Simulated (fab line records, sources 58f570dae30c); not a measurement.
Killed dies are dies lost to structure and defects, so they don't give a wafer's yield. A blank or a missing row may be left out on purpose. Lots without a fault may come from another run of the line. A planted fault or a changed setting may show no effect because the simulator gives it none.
Chamber matching | flow berkeley_cmos170 | UCB170_SPACER_CVD_00 on pecvd-01: 3 sister chambers
The step deposits SiO2 from TEOS/O2, target thk 376 nm, time 47 s. 3 wafers are shown with their chamber, then 9 later ones without.

WAFERS WITH THEIR CHAMBER
wafer  | chamber | heater_power_w (W)
L089.2 | 1       | 295
L091.4 | 0       | 273
L091.5 | 2       | 252

WAFERS WITHOUT THEIR CHAMBER
wafer  | heater_power_w (W)
L094.1 | 225
L094.4 | 296
L094.6 | 301
L093.1 | 229
L093.2 | 272
L093.5 | 244
L095.1 | 261
L095.2 | 268
L095.3 | 212

WHICH CHAMBER EACH WENT THROUGH
wafer  | from the rows above          | in truth
L094.1 | can't be placed: 2 or 0      | 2
L094.4 | can't be placed: 1 or 0      | 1
L094.6 | can't be placed: 1 or 0      | 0
L093.1 | can't be placed: 2 or 0      | 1
L093.2 | can't be placed: 0 or 2 or 1 | 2
L093.5 | can't be placed: 2 or 0      | 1
L095.1 | can't be placed: 2 or 0 or 1 | 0
L095.2 | can't be placed: 0 or 2 or 1 | 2
L095.3 | can't be placed: 2 or 0      | 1
Placed correctly: 0 of 9. Can't be placed from these rows: 9 (the true chamber is among the candidates in 6). Placed wrongly: 0.
How it was worked out, from the rows above alone: a wafer's distance from a chamber is the root of the sum, over the readings, of the square of ((its reading less the chamber's mean) divided by the reading's scatter). The wafer belongs to the nearest chamber; if the next one is less than 2 further off, it can't be placed. A chamber's mean is the mean of its shown wafers. The scatter: with one shown wafer a chamber, the root of the mean of the squares of how far each hidden wafer lies from its nearest shown one.
